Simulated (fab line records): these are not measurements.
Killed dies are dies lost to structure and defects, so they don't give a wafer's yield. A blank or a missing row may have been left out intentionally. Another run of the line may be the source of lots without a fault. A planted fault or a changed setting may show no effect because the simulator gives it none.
The tool behind it: which one? || flow berkeley-cmos170 || 14 lots with 42 wafers sampled at 2 steps, on a route of 331 steps

## WHAT THE GAUGES READ, wafer by wafer
UCB170_CONTACT_CD_MEAS_15 targets a cd of 700 nm.
{"lot": "L625", "measured": "day 8 02:08", "on": "cd-sem-02", "cd-nm (nm)": "700.6 701.8 700.5"}
{"lot": "L624", "measured": "day 8 04:07", "on": "cd-sem-02", "cd-nm (nm)": "698.0 699.9 699.8"}
{"lot": "L628", "measured": "day 8 11:33", "on": "cd-sem-01", "cd-nm (nm)": "700.7 701.4 699.6"}
{"lot": "L627", "measured": "day 8 12:37", "on": "cd-sem-02", "cd-nm (nm)": "700.6 702.3 702.0"}
{"lot": "L626", "measured": "day 8 12:51", "on": "cd-sem-01", "cd-nm (nm)": "700.6 700.4 700.7"}
{"lot": "L629", "measured": "day 9 19:22", "on": "cd-sem-01", "cd-nm (nm)": "700.3 700.7 698.4"}
{"lot": "L633", "measured": "day 9 19:53", "on": "cd-sem-01", "cd-nm (nm)": "698.9 699.0 698.8"}
{"lot": "L635", "measured": "day 10 11:49", "on": "cd-sem-02", "cd-nm (nm)": "698.2 700.0 699.4"}
{"lot": "L638", "measured": "day 10 19:58", "on": "cd-sem-02", "cd-nm (nm)": "701.4 700.9 700.0"}
{"lot": "L639", "measured": "day 11 02:27", "on": "cd-sem-02", "cd-nm (nm)": "700.1 699.1 700.3"}
{"lot": "L643", "measured": "day 12 07:19", "on": "cd-sem-02", "cd-nm (nm)": "702.6 702.7 702.2"}
{"lot": "L644", "measured": "day 12 08:50", "on": "cd-sem-01", "cd-nm (nm)": "701.2 700.9 700.3"}
{"lot": "L646", "measured": "day 13 00:41", "on": "cd-sem-02", "cd-nm (nm)": "699.3 698.7 699.1"}
{"lot": "L647", "measured": "day 13 02:01", "on": "cd-sem-02", "cd-nm (nm)": "700.7 699.2 699.0"}

UCB170_M1_CD_MEAS_09 targets a cd of 700 nm.
{"lot": "L625", "measured": "day 8 04:44", "on": "cd-sem-01", "cd-nm (nm)": "696.9 696.5 697.3"}
{"lot": "L624", "measured": "day 8 06:05", "on": "cd-sem-01", "cd-nm (nm)": "700.1 701.0 699.8"}
{"lot": "L628", "measured": "day 8 13:34", "on": "cd-sem-02", "cd-nm (nm)": "697.3 698.1 698.1"}
{"lot": "L627", "measured": "day 8 14:40", "on": "cd-sem-02", "cd-nm (nm)": "700.5 700.1 698.3"}
{"lot": "L626", "measured": "day 8 14:47", "on": "cd-sem-02", "cd-nm (nm)": "701.7 699.9 700.2"}
{"lot": "L629", "measured": "day 9 21:10", "on": "cd-sem-01", "cd-nm (nm)": "697.7 697.7 698.3"}
{"lot": "L633", "measured": "day 9 22:01", "on": "cd-sem-01", "cd-nm (nm)": "698.8 699.5 699.7"}
{"lot": "L635", "measured": "day 10 17:07", "on": "cd-sem-01", "cd-nm (nm)": "700.2 700.2 700.1"}
{"lot": "L638", "measured": "day 10 23:41", "on": "cd-sem-02", "cd-nm (nm)": "700.6 700.4 699.5"}
{"lot": "L639", "measured": "day 11 04:35", "on": "cd-sem-01", "cd-nm (nm)": "701.0 699.6 700.7"}
{"lot": "L643", "measured": "day 12 09:34", "on": "cd-sem-02", "cd-nm (nm)": "700.3 699.9 699.5"}
{"lot": "L644", "measured": "day 12 10:47", "on": "cd-sem-01", "cd-nm (nm)": "701.8 701.0 702.5"}
{"lot": "L646", "measured": "day 13 02:29", "on": "cd-sem-01", "cd-nm (nm)": "701.8 702.0 700.9"}
{"lot": "L647", "measured": "day 13 03:49", "on": "cd-sem-02", "cd-nm (nm)": "700.6 700.2 700.7"}

## TOOL THAT RAN EACH LOT (tool first, then ch and the chambers of the sampled wafers, then the start)
Before these readings, the record contains no process step.

## WHAT THE TOOLS THEMSELVES READ (means of the sampled wafers that have a number; where no wafer has one, the mark that the record gives instead)
The record holds no such reading with a usual standard deviation.

## THE ANSWER, worked out from the rows above alone
Rule: the lots themselves supply what counts as usual. Put in order of their means at a reading, lots are off if they are a third of the lots or fewer, leave a main group of 4 or more, and stand apart from it by a gap of 3 or more times the standard deviation of the main group's means; of several such gaps the widest counts. A main group whose means are all the same, to the digits that the tables above print for the reading, isn't used. Also off: a lot with no number at a reading for which 4 or more lots have one. The other lots that the step has rows for count as sound. The gauges are gone through in route order, then the tools' own readings, and for those a lot's mean is taken as printed above. The first step at which some lot is off is used, and at that step the reading that is off furthest; a lot without a number counts as furthest.
No lot is off at any reading shown: from this, nothing can be told.

## WHAT THE SIMULATOR PUT IN
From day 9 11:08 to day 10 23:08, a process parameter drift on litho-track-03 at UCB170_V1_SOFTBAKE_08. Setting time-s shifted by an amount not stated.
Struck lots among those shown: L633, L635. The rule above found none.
